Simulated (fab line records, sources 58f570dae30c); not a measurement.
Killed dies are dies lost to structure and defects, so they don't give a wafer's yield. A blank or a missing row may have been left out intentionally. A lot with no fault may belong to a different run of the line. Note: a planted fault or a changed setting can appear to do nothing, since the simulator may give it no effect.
Split-lot experiment || flow berkeley_cmos170 || on a route of 331 steps: 5 lots, 23 wafers read

## ON THE SPLIT
At UCB170_PSD_PEB_04, the setting peb_temp_c was moved away from the recipe's 130 C on 10 of the 23 wafers read, by -1.8% to +2.1%. This setting was run at the recipe's value on the other wafers.

## FROM THE SPLIT TO THE READING: what the file shows between them, 1 step
- UCB170_PSD_DEVELOP_05: develop time 45 s

## THE READING
cd_nm (nm) at UCB170_PSD_CD_MEAS_06, where the cd target is 1200 nm. A value of 1200.0 nm with a standard deviation of 1.3 nm is what fault-free wafers of this fab line usually give.

{"wafer": "L076.1", "tool, chamber at the split": "litho_track-04, 0", "peb_temp_c as run, C": 127.9, "against the recipe": "-1.6%", "cd_nm, nm": 1186.4, "against lot-mates on the recipe": -14.1}
{"wafer": "L076.2", "tool, chamber at the split": "litho_track-04, 0", "peb_temp_c as run, C": 127.9, "against the recipe": "-1.6%", "cd_nm, nm": 1184.7, "against lot-mates on the recipe": -15.8}
{"wafer": "L076.3", "tool, chamber at the split": "litho_track-04, 0", "peb_temp_c as run, C": 127.9, "against the recipe": "-1.6%", "cd_nm, nm": 1185.2, "against lot-mates on the recipe": -15.3}
{"wafer": "L076.5", "tool, chamber at the split": "litho_track-04, 0", "peb_temp_c as run, C": 130, "against the recipe": "recipe", "cd_nm, nm": 1200.0, "against lot-mates on the recipe": "-"}
{"wafer": "L076.6", "tool, chamber at the split": "litho_track-04, 0", "peb_temp_c as run, C": 130, "against the recipe": "recipe", "cd_nm, nm": 1201.0, "against lot-mates on the recipe": "-"}
{"wafer": "L074.1", "tool, chamber at the split": "litho_track-03, 0", "peb_temp_c as run, C": 130, "against the recipe": "recipe", "cd_nm, nm": 1199.5, "against lot-mates on the recipe": "-"}
{"wafer": "L074.2", "tool, chamber at the split": "litho_track-03, 0", "peb_temp_c as run, C": 131.8, "against the recipe": "+1.4%", "cd_nm, nm": 1208.8, "against lot-mates on the recipe": "+10.0"}
{"wafer": "L074.3", "tool, chamber at the split": "litho_track-03, 0", "peb_temp_c as run, C": 130, "against the recipe": "recipe", "cd_nm, nm": 1198.8, "against lot-mates on the recipe": "-"}
{"wafer": "L074.4", "tool, chamber at the split": "litho_track-03, 0", "peb_temp_c as run, C": 130, "against the recipe": "recipe", "cd_nm, nm": 1198.1, "against lot-mates on the recipe": "-"}
{"wafer": "L074.5", "tool, chamber at the split": "litho_track-03, 0", "peb_temp_c as run, C": 131.8, "against the recipe": "+1.4%", "cd_nm, nm": 1209.5, "against lot-mates on the recipe": "+10.7"}
{"wafer": "L079.1", "tool, chamber at the split": "litho_track-03, 0", "peb_temp_c as run, C": 127.6, "against the recipe": "-1.8%", "cd_nm, nm": 1186.2, "against lot-mates on the recipe": -16.6}
{"wafer": "L079.2", "tool, chamber at the split": "litho_track-03, 0", "peb_temp_c as run, C": 127.6, "against the recipe": "-1.8%", "cd_nm, nm": 1184.4, "against lot-mates on the recipe": -18.4}
{"wafer": "L079.3", "tool, chamber at the split": "litho_track-03, 0", "peb_temp_c as run, C": 130, "against the recipe": "recipe", "cd_nm, nm": 1202.8, "against lot-mates on the recipe": "-"}
{"wafer": "L079.4", "tool, chamber at the split": "litho_track-03, 0", "peb_temp_c as run, C": 130, "against the recipe": "recipe", "cd_nm, nm": 1202.1, "against lot-mates on the recipe": "-"}
{"wafer": "L079.6", "tool, chamber at the split": "litho_track-03, 0", "peb_temp_c as run, C": 130, "against the recipe": "recipe", "cd_nm, nm": 1203.6, "against lot-mates on the recipe": "-"}
{"wafer": "L083.2", "tool, chamber at the split": "litho_track-03, 0", "peb_temp_c as run, C": 132.7, "against the recipe": "+2.1%", "cd_nm, nm": 1216.0, "against lot-mates on the recipe": "+15.5"}
{"wafer": "L083.3", "tool, chamber at the split": "litho_track-03, 0", "peb_temp_c as run, C": 130, "against the recipe": "recipe", "cd_nm, nm": 1200.7, "against lot-mates on the recipe": "-"}
{"wafer": "L083.4", "tool, chamber at the split": "litho_track-03, 0", "peb_temp_c as run, C": 130, "against the recipe": "recipe", "cd_nm, nm": 1200.3, "against lot-mates on the recipe": "-"}
{"wafer": "L083.5", "tool, chamber at the split": "litho_track-03, 0", "peb_temp_c as run, C": 132.7, "against the recipe": "+2.1%", "cd_nm, nm": 1217.4, "against lot-mates on the recipe": "+16.9"}
{"wafer": "L083.6", "tool, chamber at the split": "litho_track-03, 0", "peb_temp_c as run, C": 132.7, "against the recipe": "+2.1%", "cd_nm, nm": 1215.6, "against lot-mates on the recipe": "+15.1"}
{"wafer": "L082.1", "tool, chamber at the split": "litho_track-03, 0", "peb_temp_c as run, C": 130, "against the recipe": "recipe", "cd_nm, nm": 1198.9, "against lot-mates on the recipe": "-"}
{"wafer": "L082.2", "tool, chamber at the split": "litho_track-03, 0", "peb_temp_c as run, C": 130, "against the recipe": "recipe", "cd_nm, nm": 1200.4, "against lot-mates on the recipe": "-"}
{"wafer": "L082.6", "tool, chamber at the split": "litho_track-03, 0", "peb_temp_c as run, C": 130, "against the recipe": "recipe", "cd_nm, nm": 1199.0, "against lot-mates on the recipe": "-"}

FIT RESULTS
A straight line over all 23 wafers: cd_nm changes by +8.02 nm for each +1% of peb_temp_c; r = +0.99; the points scatter about the line by 1.6 nm.
The same after taking each lot's own level away (the mean of its wafers on the recipe; 23 wafers): +8.45 nm for each +1%; r = +0.99; scatter 1.1 nm.
Per that fit: largest peb_temp_c move, reading shift of 18 nm.
From 1198.80 to 1202.83 nm: that is the span of the lots' own levels, equal to 3.1 times the standard deviation above.
The two slopes agree, so the slope changes little with the lot-to-lot level.
Check: for one of the wafers moved furthest among these (+2.1%), held out of the fit, the line's prediction against its lot-mates is +17.1 nm. Against them it came out at +15.5 nm.

## ADDITIONAL SPLITS CARRIED BY THESE WAFERS
Other splits were also applied to these wafers ahead of the reading. Each is held against what the fit with the lots' levels taken away leaves over:
{"other split on the same wafers": "UCB170_NLDD_EXPOSE_03 dose_mj", "wafers away from the commonest value": 8, "r with cd_nm (lot level and that fit taken away)": "+0.32"}

## FILE'S OWN FIT
cd_nm changes by +8.49 nm for each +1% of peb_temp_c, r = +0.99.
